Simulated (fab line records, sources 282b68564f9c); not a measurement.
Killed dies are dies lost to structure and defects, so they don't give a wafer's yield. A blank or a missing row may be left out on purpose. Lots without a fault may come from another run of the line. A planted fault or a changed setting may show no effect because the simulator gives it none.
fab line records | flow rit_cmos
record lots=5 wafers=23
route steps=202 shown GATE@81 REOX@101 NLDD@111 PLDD@122 NSD@138 PSD@144 CONTACT@168 M1@202
start_h: hours from the record's first day to the start of the lot's first wafer shown | wait_h: hours since the lot's step before | " the same as in the row above | L1.1+2: a row that stands for several wafers | - no value, or no start given | * or withheld: withheld | < > ~ a bound
route shown NAME@n: a module of which the file shows steps, and the number in the route of the first | usual: mean/standard deviation of fault-free wafers | same: alike in all rows | chamber/n: place in a boat | sites: the reading at each site | _std_site: their standard deviation | _edge_site: outer sites' mean less inner sites' | radius_mm: how far each site lies from the wafer's centre | mask NAME#n: copy n | behind: the tool/chamber that last shaped the wafer | hold: why the lot was held/for how many hours/how that ended | device: the transistor (n, p or np) that didn't switch | end of line: the same wafers' tests at the end of the route | a step without rows: its recipe alone | killed: dies lost to structure and defects at the first sort, not the wafer's yield | map: a wafer's dies, x killed, . not, _ none there
set.NAME: the setting as run; set.NAME@STEP: as run at that earlier step | model.NAME: the simulator's own value behind a step, which no gauge read
lots whose settings were changed on purpose; a table a step, a row a wafer
## steps
# step RIT_GATE_OXIDATION_05
# recipe temp_c=900 ambient=O2 target_thk_a=30 ox_time_s=270
# columns lot.wafer tool chamber start_h wait_h set.temp_c model.SiO2_of_GATE_OXIDATION_05.thk_nm
L078.1 - - - 2.6 880.6 2.422
L078.2 " - " " 880.6 2.403
L078.3 " - " " 880.6 2.427
L078.5 " - " " 880.6 2.336
L078.6 " - " " 880.6 2.37
L079.1 - - - 0.1 900 2.979
L079.2 " - " " 900 3.006
L079.4 " - " " 900 2.999
L079.5 " - " " 900 2.972
L079.6 " - " " 900 2.967
L080.1 - - - 0.4 877.8 2.201
L080.2 " - " " 877.8 2.247
L080.3 " - " " 877.8 2.208
L080.4 " - " " 877.8 2.211
L080.5 " - " " 877.8 2.258
L083.1 - - - 0.1 918.9 3.78
L083.2 " - " " 918.9 3.819
L083.3 " - " " 918.9 3.818
L083.4 " - " " 918.9 3.834
L083.6 " - " " 918.9 3.778
L084.1 furnace-03 0 83.73 0.1 900 2.917
L084.4 " 0 " " 900 2.878
L084.6 " 0 " " 900 2.916
# step RIT_GATE_ANNEAL_06
# recipe temp_c=900 time_s=600 ambient=N2O
# step RIT_GATE_THK_MEAS_07
# recipe reads=SiO2_of_GATE_OXIDATION_05
# usual GATE_OXIDE_THK=2.99/0.058
# columns lot.wafer tool chamber start_h wait_h set.temp_c@GATE_OXIDATION_05 GATE_OXIDE_THK[nm]
L078.1 film_metro-01 - 60.90 0.2 880.6 2.43
L078.2 " - " " 880.6 2.39
L078.3 " - " " 880.6 2.46
L078.5 " - " " 880.6 2.32
L078.6 " - " " 880.6 2.33
L079.1 film_metro-03 - 62.34 0.0 900 2.94
L079.2 " - " " 900 3.02
L079.4 " - " " 900 2.99
L079.5 " - " " 900 2.93
L079.6 " - " " 900 2.97
L080.1 film_metro-03 - 67.55 0.0 877.8 2.19
L080.2 " - " " 877.8 2.23
L080.3 " - " " 877.8 2.18
L080.4 " - " " 877.8 2.20
L080.5 " - " " 877.8 2.28
L083.1 film_metro-02 - 82.82 0.0 918.9 3.75
L083.2 " - " " 918.9 3.87
L083.3 " - " " 918.9 3.77
L083.4 " - " " 918.9 3.80
L083.6 " - " " 918.9 3.79
L084.1 film_metro-01 - 85.06 0.0 900 2.91
L084.4 " - " " 900 2.83
L084.6 " - " " 900 2.94
# step RIT_GATE_COAT_11
# recipe resist=NOVOLAK spin_rpm=4250 resist_thk_nm=850
# columns lot.wafer tool chamber start_h wait_h set.spin_rpm model.NOVOLAK_of_GATE_COAT_11.thk_nm
L078.1 litho_track-02 0 62.78 0.1 4250 850.4
L078.2 " 0 " " 4250 851.4
L078.3 " 0 " " 4250 853.7
L078.5 " 0 " " 4250 852.9
L078.6 " 0 " " 4250 853.8
L079.1 litho_track-02 0 64.23 0.1 4157 859.2
L079.2 " 0 " " 4157 860.5
L079.4 " 0 " " 4250 848.1
L079.5 " 0 " " 4250 850.4
L079.6 " 0 " " 4157 859.1
L080.1 litho_track-01 0 69.43 0.1 4250 853.8
L080.2 " 0 " " 4250 852.5
L080.3 " 0 " " 4488 827.9
L080.4 " 0 " " 4488 829.8
L080.5 " 0 " " 4250 850.7
L083.1 litho_track-04 0 84.71 0.1 4250 851.2
L083.2 " 0 " " 4250 851.3
L083.3 " 0 " " 4250 852.3
L083.4 " 0 " " 4250 849.7
L083.6 " 0 " " 4250 850.6
L084.1 litho_track-01 0 86.94 0.1 4250 852.5
L084.4 " 0 " " 4250 852.9
L084.6 " 0 " " 4250 848.7
# step RIT_GATE_SOFTBAKE_12
# recipe resist=NOVOLAK temp_c=90 time_s=60
# step RIT_GATE_EXPOSE_13
# recipe mask_id=M6 na=0.6 source_shape=conventional sigma_outer=0.6 target_cd_nm=150 dose_mj=375.9
# step RIT_GATE_HARDBAKE_18
# recipe resist=NOVOLAK temp_c=140 time_s=60
# columns lot.wafer tool chamber start_h wait_h set.spin_rpm@GATE_COAT_11 model.NOVOLAK_of_GATE_COAT_11.thk_nm
L078.1 litho_track-01 0 63.64 0.0 4250 752.9
L078.2 " 0 " " 4250 753.8
L078.3+6 " 0 " " 4250 755.8
L078.5 " 0 " " 4250 755
L079.1 litho_track-04 0 65.08 0.0 4157 760.6
L079.2 " 0 " " 4157 761.7
L079.4 " 0 " " 4250 750.9
L079.5 " 0 " " 4250 752.9
L079.6 " 0 " " 4157 760.5
L080.1 litho_track-01 0 70.41 0.0 4250 755.8
L080.2 " 0 " " 4250 754.6
L080.3 " 0 " " 4488 733.1
L080.4 " 0 " " 4488 734.8
L080.5 " 0 " " 4250 753.1
L083.1 litho_track-01 0 85.69 0.0 4250 753.6
L083.2 " 0 " " 4250 753.7
L083.3 " 0 " " 4250 754.5
L083.4 " 0 " " 4250 752.3
L083.6 " 0 " " 4250 753
L084.1 litho_track-01 0 87.80 0.0 4250 754.7
L084.4 " 0 " " 4250 755.1
L084.6 " 0 " " 4250 751.4
# step RIT_REOX_OXIDATION_03
# recipe temp_c=900 ambient=O2 target_thk_a=252 ox_time_s=5580
# columns lot.wafer tool chamber start_h wait_h set.ox_time_s model.SiO2_of_REOX_OXIDATION_03.thk_nm
L078.1 - - - 0.0 6318 27.79
L078.2 " - " " 6318 27.97
L078.3 " - " " 6318 28.05
L078.5 " - " " 6318 28.13
L078.6 " - " " 6318 27.91
L079.1 - - - 1.2 5255 23.86
L079.2 " - " " 5255 24.12
L079.4 " - " " 5255 24.01
L079.5 " - " " 5255 23.56
L079.6 " - " " 5255 23.83
L080.1 - - - 0.5 5792 25.01
L080.2 " - " " 5792 24.85
L080.3 " - " " 5792 24.82
L080.4 " - " " 5792 24.57
L080.5 " - " " 5792 24.39
L083.1 - - - 1.7 6010 26.86
L083.2+4 " - " " 6010 26.87
L083.3 " - " " 6010 27.02
L083.6 " - " " 6010 26.9
L084.1 furnace-01 0 92.04 3.3 5580 24.98
L084.4 " 0 " " 5580 25.33
L084.6 " 0 " " 5580 25.11
# step RIT_NLDD_IMPLANT_08
# recipe species=P energy_kev=20 dose_cm2=5e+14 tilt_deg=7
# columns lot.wafer tool chamber start_h wait_h set.dose_cm2
L078.1+2+5 implanter-03 0 68.33 0.1 5e+14
L078.3+6 " 0 " " 4.742e+14
L079.1+2 implanter-02 0 71.19 0.1 5.37e+14
L079.4+5+6 " 0 " " 5e+14
L080.1+3+5 implanter-03 0 75.70 0.1 5.31e+14
L080.2+4 " 0 " " 5e+14
L083.1+2+3+4+6 implanter-04 0 92.01 0.1 5e+14
L084.1+4+6 implanter-02 0 95.84 0.1 5e+14
# step RIT_NLDD_STRIP_09
# recipe chemistry=O2 time_s=180 resist=NOVOLAK platen_temp_c=withheld power_w=500 pressure_mtorr=4000 o2_flow_sccm=4000
# step RIT_NLDD_TW_MEAS_10
# usual NLDD_TW=2480/10
# columns lot.wafer tool chamber start_h wait_h set.dose_cm2@NLDD_IMPLANT_08 NLDD_TW
L078.1 film_metro-03 - 68.66 0.1 5e+14 2484
L078.2 " - " " 5e+14 2480
L078.3 " - " " 4.742e+14 2460
L078.5 " - " " 5e+14 2478
L078.6 " - " " 4.742e+14 2426
L079.1 film_metro-04 - 71.52 0.1 5.37e+14 2528
L079.2 " - " " 5.37e+14 2524
L079.4 " - " " 5e+14 2483
L079.5 " - " " 5e+14 2480
L079.6 " - " " 5e+14 2477
L080.1 film_metro-02 - 76.02 0.1 5.31e+14 2532
L080.2 " - " " 5e+14 2469
L080.3 " - " " 5.31e+14 2508
L080.4 " - " " 5e+14 2486
L080.5 " - " " 5.31e+14 2516
L083.1 film_metro-03 - 92.34 0.1 5e+14 2500
L083.2 " - " " 5e+14 2491
L083.3 " - " " 5e+14 2488
L083.4 " - " " 5e+14 2496
L083.6 " - " " 5e+14 2493
L084.1 film_metro-03 - 96.17 0.1 5e+14 2495
L084.4 " - " " 5e+14 2485
L084.6 " - " " 5e+14 2479
# step RIT_PLDD_IMPLANT_08
# recipe species=BF2 energy_kev=20 dose_cm2=9e+14 tilt_deg=7
# columns lot.wafer tool chamber start_h wait_h set.tilt_deg
L078.1+5 implanter-03 0 69.76 0.1 7
L078.2+3+6 " 0 " " 7.952
L079.1+2+4+5+6 implanter-01 0 72.61 0.1 7
L080.1+4+5 implanter-01 0 77.25 0.1 7
L080.2+3 " 0 " " 6.587
L083.1+4 implanter-03 0 93.43 0.1 6.126
L083.2+3+6 " 0 " " 7
L084.1+4+6 implanter-03 0 97.26 0.1 7
# step RIT_NSD_HARDBAKE_07
# recipe resist=NOVOLAK temp_c=140 time_s=60
# columns lot.wafer tool chamber start_h wait_h set.temp_c model.NOVOLAK_of_NSD_COAT_01.thk_nm
L078.1 litho_track-02 0 73.82 0.0 140 880.8
L078.2 " 0 " " 140 882.8
L078.3 " 0 " " 137.5 885.2
L078.5 " 0 " " 137.5 886.5
L078.6 " 0 " " 140 886.6
L079.1 litho_track-02 0 76.50 0.0 136.9 893.4
L079.2 " 0 " " 140 884.4
L079.4 " 0 " " 140 885.7
L079.5 " 0 " " 136.9 893.6
L079.6 " 0 " " 136.9 894.6
L080.1 litho_track-02 0 81.19 0.2 140 884.4
L080.2 " 0 " " 136.2 889
L080.3 " 0 " " 140 883.2
L080.4 " 0 " " 140 882.4
L080.5 " 0 " " 136.2 892.4
L083.1 litho_track-03 0 97.34 0.0 140 886.4
L083.2 " 0 " " 140 888.8
L083.3 " 0 " " 140 886.2
L083.4 " 0 " " 140 886.7
L083.6 " 0 " " 140 887.8
L084.1 litho_track-03 0 103.37 0.0 140 887.7
L084.4 " 0 " " 140 886.8
L084.6 " 0 " " 140 884.9
# step RIT_PSD_SOFTBAKE_02
# recipe resist=NOVOLAK temp_c=90 time_s=60
# columns lot.wafer tool chamber start_h wait_h set.temp_c
L078.1+3+5 litho_track-04 0 74.66 0.1 90
L078.2+6 " 0 " " 87.69
L079.1+2+5 litho_track-04 0 77.34 0.1 93.23
L079.4+6 " 0 " " 90
L080.1+3 litho_track-04 0 82.03 0.1 90
L080.2+4+5 " 0 " " 87.45
L083.1+2+3+4+6 litho_track-02 0 98.17 0.1 90
L084.1+4+6 litho_track-04 0 104.29 0.1 90
# step RIT_PSD_EXPOSE_03
# recipe mask_id=M10 na=0.57 target_cd_nm=40900 dose_mj=250
# step RIT_PSD_PEB_04
# recipe resist=NOVOLAK temp_c=withheld time_s=withheld
# step RIT_PSD_DEVELOP_05
# recipe resist=NOVOLAK develop_time_s=50 dev_temp_c=23
# columns lot.wafer tool chamber start_h wait_h set.temp_c@PSD_SOFTBAKE_02 model.NOVOLAK_of_PSD_COAT_01.thk_nm
L078.1+5 litho_track-02 0 - - 90 1003
L078.2 " 0 " " 87.69 1010
L078.3 " 0 " " 90 1002
L078.6 " 0 " " 87.69 1009
L079.1 litho_track-02 0 - - 93.23 995.9
L079.2 " 0 " " 93.23 993.2
L079.4+6 " 0 " " 90 1002
L079.5 " 0 " " 93.23 991
L080.1 litho_track-02 0 - - 90 1001
L080.2 " 0 " " 87.45 1007
L080.3 " 0 " " 90 999.5
L080.4 " 0 " " 87.45 1008
L080.5 " 0 " " 87.45 1013
L083.1 litho_track-02 0 - - 90 999.4
L083.2 " 0 " " 90 1000
L083.3+4 " 0 " " 90 1001
L083.6 " 0 " " 90 999.6
L084.1 litho_track-01 0 - - 90 992.8
L084.4 " 0 " " 90 996.5
L084.6 " 0 " " 90 995.1
# step RIT_PSD_HARDBAKE_07
# recipe resist=NOVOLAK temp_c=140 time_s=60
# step RIT_SDANNEAL_RS_MEAS_07
# recipe thk_meas_gauge=four-point-probe
# usual NLDD_RS=151.5/0.67
# columns lot.wafer tool chamber start_h wait_h set.dose_cm2@NLDD_IMPLANT_08 NLDD_RS[ohm/sq]
L078.1 film_metro-03 - 76.86 0.1 5e+14 151.6
L078.2 " - " " 5e+14 151.2
L078.3 " - " " 4.742e+14 158.0
L078.5 " - " " 5e+14 150.9
L078.6 " - " " 4.742e+14 158.0
L079.1 film_metro-02 - 79.26 0.1 5.37e+14 143.6
L079.2 " - " " 5.37e+14 143.5
L079.4 " - " " 5e+14 152.4
L079.5 " - " " 5e+14 151.9
L079.6 " - " " 5e+14 152.3
L080.1 film_metro-04 - 84.22 0.1 5.31e+14 143.2
L080.2 " - " " 5e+14 150.6
L080.3 " - " " 5.31e+14 143.3
L080.4 " - " " 5e+14 150.4
L080.5 " - " " 5.31e+14 143.7
L083.1 film_metro-04 - 100.11 0.1 5e+14 151.0
L083.2 " - " " 5e+14 151.2
L083.3 " - " " 5e+14 151.3
L083.4 " - " " 5e+14 151.5
L083.6 " - " " 5e+14 150.7
L084.1 film_metro-02 - 106.33 0.1 5e+14 151.9
L084.4 " - " " 5e+14 151.5
L084.6 " - " " 5e+14 152.2
# step RIT_CONTACT_CVD_00
# recipe material=SiO2 target_thk_nm=400 precursor=TEOS temp_c=390 time_s=61 rf_w=400
# columns lot.wafer tool chamber start_h wait_h set.time_s model.SiO2_of_CONTACT_CVD_00.thk_nm
L078.1 pecvd-03 0 77.50 0.1 64.41 428.4
L078.2 " 1 " " 61 405.1
L078.3 " 2 " " 61 -
L078.5 " 0 " " 61 411.2
L078.6 " 2 " " 64.41 -
L079.1+4 pecvd-04 0,2 79.90 0.1 63.53 -
L079.2 " 2 " " 63.53 411.6
L079.5 " 1 " " 61 407.3
L079.6 " 0 " " 61 407.9
L080.1 pecvd-02 2 84.85 0.1 57.54 374.9
L080.2 " 0 " " 61 395.3
L080.3 " 1 " " 61 389
L080.4 " 1 " " 61 -
L080.5 " 2 " " 57.54 -
L083.1+3 pecvd-02 1,0 100.82 0.1 61 -
L083.2 " 2 " " 66.09 -
L083.4 " 0 " " 61 404.6
L083.6 " 2 " " 66.09 432.3
L084.1 pecvd-03 2 106.97 0.1 61 401.9
L084.4 " 2 " " 61 408
L084.6 " 0 " " 61 409.9
# step RIT_CONTACT_THK_MEAS_01
# recipe reads=SiO2_of_CONTACT_CVD_00
# usual CONTACT_TEOS_THK=400/5.6
# columns lot.wafer tool chamber start_h wait_h set.time_s@CONTACT_CVD_00 CONTACT_TEOS_THK[nm]
L078.1 film_metro-01 - 77.55 0.0 64.41 428
L078.2 " - " " 61 405
L078.3 " - " " 61 406
L078.5 " - " " 61 411
L078.6 " - " " 64.41 432
L079.1 film_metro-02 - 79.95 0.0 63.53 412
L079.2 " - " " 63.53 411
L079.4 " - " " 63.53 423
L079.5 " - " " 61 407
L079.6 " - " " 61 408
L080.1 film_metro-04 - 84.90 0.0 57.54 375
L080.2 " - " " 61 395
L080.3 " - " " 61 389
L080.4 " - " " 61 392
L080.5 " - " " 57.54 370
L083.1 film_metro-04 - 100.87 0.0 61 390
L083.2 " - " " 66.09 428
L083.3 " - " " 61 396
L083.4 " - " " 61 404
L083.6 " - " " 66.09 432
L084.1 film_metro-02 - 107.02 0.0 61 402
L084.4 " - " " 61 408
L084.6 " - " " 61 410
# step RIT_CONTACT_DEVELOP_07
# recipe resist=NOVOLAK develop_time_s=120 dev_temp_c=23
# columns lot.wafer tool chamber start_h wait_h set.develop_time_s
L078.1+2+3+5+6 litho_track-02 0 - - 120
L079.1+5 litho_track-04 0 - - 110.1
L079.2+4+6 " 0 " " 120
L080.1+3+5 litho_track-03 0 - - 130.2
L080.2+4 " 0 " " 120
L083.1+2+3+4+6 litho_track-04 0 - - 120
L084.1+4+6 litho_track-04 0 - - 120
# step RIT_CONTACT_CD_MEAS_08
# recipe target_cd_nm=1000
# usual cd_nm=1000/3.5
# columns lot.wafer tool chamber start_h wait_h set.develop_time_s@CONTACT_DEVELOP_07 cd_nm
L078.1 cd_sem-02 - 78.70 - 120 999
L078.2 " - " " 120 998
L078.3 " - " " 120 1001
L078.5 " - " " 120 998
L078.6 " - " " 120 999
L079.1 cd_sem-02 - 81.24 - 110.1 993
L079.2 " - " " 120 997
L079.4 " - " " 120 998
L079.5 " - " " 110.1 993
L079.6 " - " " 120 997
L080.1 cd_sem-01 - 85.93 - 130.2 1015
L080.2 " - " " 120 1008
L080.3 " - " " 130.2 1014
L080.4 " - " " 120 1007
L080.5 " - " " 130.2 1013
L083.1 cd_sem-01 - 101.90 - 120 999
L083.2 " - " " 120 1000
L083.3 " - " " 120 1000
L083.4 " - " " 120 1001
L083.6 " - " " 120 998
L084.1 cd_sem-02 - 108.24 - 120 998
L084.4 " - " " 120 996
L084.6 " - " " 120 999
# step RIT_CONTACT_HARDBAKE_10
# recipe resist=NOVOLAK temp_c=140 time_s=60
# step RIT_CONTACT_ETCH_11
# recipe target_depth_a=4800 over_etch_frac=0.2 stop_on=TiSi2 chemistry=CHF3/CF4/Ar target=SiO2 CHF3_flow_sccm=50 cf4_flow_sccm=10 Ar_flow_sccm=100 O2_flow_sccm=5 pressure_mtorr=100 rf_w=200 time_s=320
# columns lot.wafer tool chamber start_h wait_h set.time_s@CONTACT_CVD_00 set.develop_time_s@CONTACT_DEVELOP_07 model.CONTACT.feature_depth_nm model.etch.depth_nm model.CONTACT.cd_nm
L078.1 rie_diel-01 3 79.01 0.1 64.41 120 428.4 428.4 999
L078.2 " 1 " " 61 120 405.1 405.1 997.1
L078.3 " 0 " " 61 120 406.7 - 1001
L078.5 " 1 " " 61 120 411.2 411.2 997.5
L078.6 " 0 " " 64.41 120 432 - 998.1
L079.1 rie_diel-01 0 81.54 0.1 63.53 110.1 412 - 992.8
L079.2 " 1 " " 63.53 120 411.6 411.6 996.5
L079.4 " 3 " " 63.53 120 423 - 998.3
L079.5 " 0 " " 61 110.1 407.3 407.3 992.8
L079.6 " 1 " " 61 120 407.9 407.9 996.1
L080.1 rie_diel-02 1 86.24 0.1 57.54 130.2 374.9 374.9 1016
L080.2 " 2 " " 61 120 395.3 395.3 1008
L080.3 " 0 " " 61 130.2 389 389 1014
L080.4 " 3 " " 61 120 391.6 - 1008
L080.5 " 3 " " 57.54 130.2 370 - 1014
L083.1 rie_diel-03 1 102.21 0.1 61 120 389.6 - 998.8
L083.2 " 3 " " 66.09 120 428.3 - 1000
L083.3 " 2 " " 61 120 396.3 - 999.8
L083.4 " 0 " " 61 120 404.6 404.6 1001
L083.6 " 3 " " 66.09 120 432.3 432.3 997.8
L084.1 rie_diel-01 3 108.63 0.1 61 120 401.9 401.9 997.6
L084.4 " 0 " " 61 120 408 408 996.1
L084.6 " 1 " " 61 120 409.9 409.9 997.9
# step RIT_M1_PROBE_99
# usual killed_at_contacts=0.1/0.3 killed_at_front_end=7/3 killed_dies=7/3 killed_open=3.3/1.9 killed_short=3.3/2
# same gross_dies=264 killed_at_M0_to_M3=0 killed_at_M4_up=0 killed_at_back_side=0 killed_at_other=0
# columns lot.wafer tool chamber start_h wait_h set.temp_c@GATE_OXIDATION_05 set.ox_time_s@REOX_OXIDATION_03 set.tilt_deg@PLDD_IMPLANT_08 killed_at_contacts killed_at_front_end killed_dies killed_open killed_short model.etest.nmos_0p15.drive_ua_um model.etest.pldd.rs_ohm_sq model.etest.pmos_turned.r_on_ohm_um
L078.1 prober-01 - 83.90 0.1 880.6 6318 7 0 7 7 3 4 532.2 824.2 3892
L078.2 prober-01 - 83.95 0.1 880.6 6318 7.952 1 5 6 3 3 - - -
L078.3 prober-01 - 84.00 0.2 880.6 6318 7.952 0 5 5 4 1 510.3 855.2 4508
L078.5 prober-01 - 84.10 0.2 880.6 6318 7 0 11 11 3 8 - - -
L078.6 prober-01 - 84.15 0.2 880.6 6318 7.952 0 4 4 3 1 - - -
L079.1 prober-02 - 86.58 0.1 900 5255 7 0 8 8 5 3 482.8 418.6 3155
L079.2 prober-02 - 86.63 0.1 900 5255 7 0 2 2 1 1 477.5 423.8 3195
L079.4 prober-02 - 86.73 0.2 900 5255 7 0 7 7 3 4 480.1 423.5 3125
L079.5 prober-02 - 86.78 0.2 900 5255 7 0 11 11 5 6 483 406 3092
L079.6 prober-02 - 86.83 0.2 900 5255 7 0 5 5 3 2 483.4 413.9 3125
L080.1 prober-01 - 91.11 0.1 877.8 5792 7 0 12 12 5 7 - - -
L080.2 prober-01 - 91.16 0.1 877.8 5792 6.587 0 6 6 3 3 - - -
L080.3 prober-01 - 91.21 0.2 877.8 5792 6.587 0 3 3 2 1 - - -
L080.4 prober-01 - 91.26 0.2 877.8 5792 7 0 6 6 2 4 - - -
L080.5 prober-01 - 91.31 0.2 877.8 5792 7 0 6 6 3 3 - - -
L083.1 prober-02 - 107.28 0.1 918.9 6010 6.126 1 8 9 4 5 369.6 615 3973
L083.2 prober-02 - 107.33 0.1 918.9 6010 7 0 7 7 5 2 363 617.5 4233
L083.3 prober-02 - 107.38 0.2 918.9 6010 7 0 11 11 5 6 362.8 624.6 4273
L083.4 prober-02 - 107.43 0.2 918.9 6010 6.126 0 9 9 4 5 362.4 617.2 4099
L083.6 prober-02 - 107.53 0.2 918.9 6010 7 0 8 8 7 1 366.9 615.7 4338
L084.1 prober-01 - 113.50 0.1 900 5580 7 0 5 5 4 1 475.4 465 3252
L084.4 prober-01 - 113.65 0.2 900 5580 7 0 8 8 4 4 474.3 475 3280
L084.6 prober-01 - 113.75 0.2 900 5580 7 0 11 11 5 6 475.6 465.2 3210
# killed by level:class
L078.1 SPACER:geometric_particle:short=2 FOX1:geometric_particle:open=1 FOX1:geometric_particle:short=1 GATE:geometric_particle:open=1 REOX:geometric_particle:short=1 SILICIDE:geometric_particle:open=1
L078.2 GATE:geometric_particle:short=3 GATE:geometric_particle:open=2 CONTACT:geometric_particle:open=1
L078.3 GATE:geometric_particle:open=3 FOX1:geometric_particle:open=1 GATE:geometric_particle:short=1
L078.5 GATE:geometric_particle:short=4 FOX1:geometric_particle:short=2 FOX1:geometric_particle:open=1 GATE:geometric_particle:open=1 REOX:geometric_particle:short=1 SPACER:geometric_particle:short=1 SILICIDE:geometric_particle:open=1
L078.6 REOX:geometric_particle:open=2 FOX1:geometric_particle:open=1 FOX1:geometric_particle:short=1
L079.1 GATE:geometric_particle:short=3 FOX1:geometric_particle:open=2 GATE:geometric_particle:open=2 SPACER:geometric_particle:open=1
L079.2 FOX1:geometric_particle:short=1 SPACER:geometric_particle:open=1
L079.4 REOX:geometric_particle:open=2 FOX1:geometric_particle:open=1 FOX1:geometric_particle:short=1 REOX:geometric_particle:short=1 SPACER:geometric_particle:short=1 SILICIDE:geometric_particle:short=1
L079.5 GATE:geometric_particle:short=2 REOX:geometric_particle:open=2 SPACER:geometric_particle:short=2 FOX1:geometric_particle:open=1 FOX1:geometric_particle:short=1 GATE:geometric_particle:open=1 SPACER:geometric_particle:open=1 SILICIDE:geometric_particle:short=1
L079.6 GATE:geometric_particle:open=2 FOX1:geometric_particle:short=1 SILICIDE:geometric_particle:short=1 SILICIDE:geometric_particle:open=1
L080.1 GATE:geometric_particle:open=3 REOX:geometric_particle:short=3 FOX1:geometric_particle:open=2 GATE:geometric_particle:short=2 FOX2:geometric_particle:short=1 SILICIDE:geometric_particle:short=1
L080.2 GATE:geometric_particle:open=2 FOX1:geometric_particle:short=1 REOX:geometric_particle:short=1 SPACER:geometric_particle:short=1 SPACER:geometric_particle:open=1
L080.3 FOX1:geometric_particle:short=1 REOX:geometric_particle:open=1 SILICIDE:geometric_particle:open=1
L080.4 FOX1:geometric_particle:open=2 GATE:geometric_particle:short=2 FOX1:geometric_particle:short=1 REOX:geometric_particle:short=1
L080.5 FOX1:geometric_particle:short=1 FOX1:geometric_particle:open=1 GATE:geometric_particle:open=1 REOX:geometric_particle:open=1 SPACER:geometric_particle:short=1 SILICIDE:geometric_particle:short=1
L083.1 GATE:geometric_particle:short=3 SPACER:geometric_particle:open=2 GATE:geometric_particle:open=1 REOX:geometric_particle:short=1 SILICIDE:geometric_particle:open=1 CONTACT:geometric_particle:short=1
L083.2 REOX:geometric_particle:open=2 SILICIDE:geometric_particle:open=2 GATE:geometric_particle:open=1 GATE:geometric_particle:short=1 REOX:geometric_particle:short=1
L083.3 GATE:geometric_particle:short=3 SILICIDE:geometric_particle:open=3 SILICIDE:geometric_particle:short=2 FOX1:geometric_particle:short=1 GATE:geometric_particle:open=1 SPACER:geometric_particle:open=1
L083.4 GATE:geometric_particle:open=3 SILICIDE:geometric_particle:short=3 FOX1:geometric_particle:open=1 FOX2:geometric_particle:short=1 SPACER:geometric_particle:short=1
L083.6 GATE:geometric_particle:open=3 FOX2:geometric_particle:open=2 SILICIDE:geometric_particle:open=2 GATE:geometric_particle:short=1
L084.1 GATE:geometric_particle:open=2 FOX1:geometric_particle:open=1 SPACER:geometric_particle:open=1 SILICIDE:geometric_particle:short=1
L084.4 SPACER:geometric_particle:open=3 GATE:geometric_particle:short=2 FOX2:geometric_particle:short=1 SPACER:geometric_particle:short=1 SILICIDE:geometric_particle:open=1
L084.6 GATE:geometric_particle:short=2 SPACER:geometric_particle:short=2 SPACER:geometric_particle:open=2 SILICIDE:geometric_particle:open=2 FOX1:geometric_particle:short=1 FOX1:geometric_particle:open=1 SILICIDE:geometric_particle:short=1
## key
split step=RIT_GATE_OXIDATION_05 setting=temp_c stated=900 by=lot
response step=RIT_GATE_OXIDATION_05 reading=model.SiO2_of_GATE_OXIDATION_05.thk_nm change=+0.331 per=1% r=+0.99
response step=RIT_GATE_THK_MEAS_07 reading=GATE_OXIDE_THK change=+0.33 per=1% r=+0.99
response step=RIT_M1_PROBE_99 reading=model.etest.nmos_0p15.drive_ua_um change=-41 per=1% r=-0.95
split step=RIT_GATE_COAT_11 setting=spin_rpm stated=4250 by=wafer
response step=RIT_GATE_COAT_11 reading=model.NOVOLAK_of_GATE_COAT_11.thk_nm change=-4.27 per=1% r=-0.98
response step=RIT_GATE_HARDBAKE_18 reading=model.NOVOLAK_of_GATE_COAT_11.thk_nm change=-3.73 per=1% r=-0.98
split step=RIT_REOX_OXIDATION_03 setting=ox_time_s stated=5580 by=lot
response step=RIT_REOX_OXIDATION_03 reading=model.SiO2_of_REOX_OXIDATION_03.thk_nm change=+0.219 per=1% r=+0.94
response step=RIT_M1_PROBE_99 reading=model.etest.pldd.rs_ohm_sq change=+19.3 per=1% r=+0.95
split step=RIT_NLDD_IMPLANT_08 setting=dose_cm2 stated=5e+14 by=wafer
response step=RIT_NLDD_TW_MEAS_10 reading=NLDD_TW change=+6.58 per=1% r=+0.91
response step=RIT_SDANNEAL_RS_MEAS_07 reading=NLDD_RS change=-1.19 per=1% r=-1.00
split step=RIT_PLDD_IMPLANT_08 setting=tilt_deg stated=7 by=wafer
response step=RIT_M1_PROBE_99 reading=model.etest.pmos_turned.r_on_ohm_um change=+28.1 per=1% r=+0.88
split step=RIT_NSD_HARDBAKE_07 setting=temp_c stated=140 by=wafer
response step=RIT_NSD_HARDBAKE_07 reading=model.NOVOLAK_of_NSD_COAT_01.thk_nm change=-2.84 per=1% r=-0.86
split step=RIT_PSD_SOFTBAKE_02 setting=temp_c stated=90 by=wafer
response step=RIT_PSD_DEVELOP_05 reading=model.NOVOLAK_of_PSD_COAT_01.thk_nm change=-2.73 per=1% r=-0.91
split step=RIT_CONTACT_CVD_00 setting=time_s stated=61 by=wafer
response step=RIT_CONTACT_CVD_00 reading=model.SiO2_of_CONTACT_CVD_00.thk_nm change=+3.02 per=1% r=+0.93
response step=RIT_CONTACT_THK_MEAS_01 reading=CONTACT_TEOS_THK change=+3.66 per=1% r=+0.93
response step=RIT_CONTACT_ETCH_11 reading=model.CONTACT.feature_depth_nm change=+3.65 per=1% r=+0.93
response step=RIT_CONTACT_ETCH_11 reading=model.etch.depth_nm change=+3.02 per=1% r=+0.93
split step=RIT_CONTACT_DEVELOP_07 setting=develop_time_s stated=120 by=wafer
response step=RIT_CONTACT_CD_MEAS_08 reading=cd_nm change=+0.664 per=1% r=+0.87
response step=RIT_CONTACT_ETCH_11 reading=model.CONTACT.cd_nm change=+0.649 per=1% r=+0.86
